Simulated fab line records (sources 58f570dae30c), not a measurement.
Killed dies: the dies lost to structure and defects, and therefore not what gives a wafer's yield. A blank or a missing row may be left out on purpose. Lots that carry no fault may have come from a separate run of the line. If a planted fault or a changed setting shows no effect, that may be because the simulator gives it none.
A struck lot beside a sound one || flow berkeley_cmos170 || 27 out of 331 route steps
Sound: wafers L909.3, L909.4, L909.6. The struck wafers were L915.1, L915.2, L915.4. The cause is named last.
Per side, at each step with rows, come the tool, then ch with its chambers, and then its first start. Under that, the readings that differ: sound wafers || struck wafers || difference of the means || sigmas: that difference in standard deviations of wafers without a fault.
alike: a reading whose means differ by less than 2 such deviations, as well as words and numbers matching on both sides. not compared: withheld readings; readings where some wafer has no value; bounds like >300 that might hide an equal value; numbers whose values overlap and for which the record gives no deviation.
A row with sigmas, a row that says differs or no value, or rows on one side alone: a step with any of these is where the two part. Numbers that have no deviation but don't overlap get no sigmas and don't part them. Lack of a reading on every wafer of one side parts them only where that side has two or more wafers.

first, 2 steps without rows for these wafers: UCB170_NWELL_PEB_10; UCB170_NWELL_DEVELOP_11 (develop time 45 s).
UCB170_NWELL_OVL_MEAS_12:
  sound on overlay-02 at day 2 08:19; struck on overlay-02 at day 3 08:29
  alike: NWELL_OVL
UCB170_NWELL_ETCH_13: etches Si3N4 in CH3F/Ar/O2, stops on SiO2, target depth 246.4 nm, time 154 s.
  sound on rie_diel-03 ch 0,1, day 2 08:20; struck on rie_diel-02 ch 0,1, day 3 08:31
  alike: O2_flow_sccm, drypump_motor_current_A, oes_product_au, throttle_valve_pct
  not compared: rf_hours_counter_h
then, 1 step without rows for these wafers: UCB170_NWELL_IMPLANT_14.
UCB170_NWELL_STRIP_15: strips in O2.
  sound on plasma_asher-04 ch 0,1, day 2 08:37; struck on plasma_asher-03 ch 0,1, day 3 08:46
  alike: drypump_motor_current_A, oes_product_au, strip_time_to_endpoint_s
  not compared: rf_hours_counter_h
UCB170_NWELL_TW_MEAS_16:
  sound on film_metro-01 at day 2 08:43; struck on film_metro-01 at day 3 08:52
  alike: NWELL_TW
then, 5 steps without rows for these wafers: UCB170_NWELL_CLEAN_17 (cleans in SPM, time 600 s); UCB170_NWELL_WET_ETCH_18 (etches Si3N4 in H3PO4, time 14400 s); UCB170_NWELL_WET_ETCH_19 (etches SiO2 in BOE, time 22 s); UCB170_PWELL_CLEAN_00 (cleans in SPM, time 600 s); UCB170_PWELL_CLEAN_01 (cleans in dHF, time 60 s).
UCB170_PWELL_OXIDATION_02: target thk 26.4 nm, ox time 1260 s.
  sound on furnace-02 ch 0, day 2 17:16; struck on furnace-03 ch 0, day 3 22:11
{"reading": "spike_tc_source_C (C)", "sound": "1023.1 1023.7 1022.6", "struck": "1027.5 1027.9 1028.4", "difference": "+4.8", "sigmas": "+3"}
{"reading": "zone_power_source_pct (%)", "sound": "32.3 31.8 32.2", "struck": "38.4 38.1 38.5", "difference": "+6.2", "sigmas": "+3"}
  alike: tube_center_temp_C_max
UCB170_PWELL_THK_MEAS_03:
  sound on film_metro-04 at day 2 18:38; struck on film_metro-02 at day 3 23:34
{"reading": "PWELL_OXIDE_THK (nm)", "sound": "26.5 26.7 26.3", "struck": "40.7 40.2 39.0", "difference": "+13.5", "sigmas": "+23"}
then, 2 steps without rows for these wafers: UCB170_PWELL_ANNEAL_04 (time 900 s); UCB170_PWELL_CVD_05 (deposits Si3N4 from SiH2Cl2/NH3, target thk 220 nm, time 3300 s).
UCB170_PWELL_THK_MEAS_06:
  sound on film_metro-02 at day 3 01:28; struck on film_metro-02 at day 4 04:43
  alike: PWELL_NITRIDE_THK
then, 6 steps without rows for these wafers: UCB170_PWELL_HMDS_07 (prime time 60 s); UCB170_PWELL_COAT_08 (resist thk 900 nm); UCB170_PWELL_SOFTBAKE_09 (time 60 s); UCB170_PWELL_EXPOSE_10 (exposes mask PWELL, target cd 3000 nm); UCB170_PWELL_PEB_11; UCB170_PWELL_DEVELOP_12 (develop time 45 s).
UCB170_PWELL_OVL_MEAS_13:
  sound on overlay-01 at day 3 02:45; struck on overlay-01 at day 4 05:48
  alike: PWELL_OVL
UCB170_PWELL_ETCH_14: etches Si3N4 in CH3F/Ar/O2, stops on SiO2, target depth 242 nm, time 151 s.
  sound on rie_diel-01 ch 1,2,3, day 3 02:46; struck on rie_diel-02 ch 0,1,3, day 4 05:50
{"reading": "model.SiO2_of_PWELL_OXIDATION_02.thk_nm (nm)", "sound": "22.72 22.96 22.51", "struck": "36.94 36.5 35.03", "difference": "+13.43", "sigmas": ""}
  alike: O2_flow_sccm, drypump_motor_current_A, oes_product_au, throttle_valve_pct
  not compared: rf_hours_counter_h
then, 1 step without rows for these wafers: UCB170_PWELL_IMPLANT_15.
UCB170_M3_PROBE_99:
  sound wafers here have rows in the record (prober-01, day 7 13:37); struck ones have none

## WHERE THEY PART
First at UCB170_PWELL_OXIDATION_02; last, within this record, at UCB170_M3_PROBE_99.

WHY: what had been put in by the simulator
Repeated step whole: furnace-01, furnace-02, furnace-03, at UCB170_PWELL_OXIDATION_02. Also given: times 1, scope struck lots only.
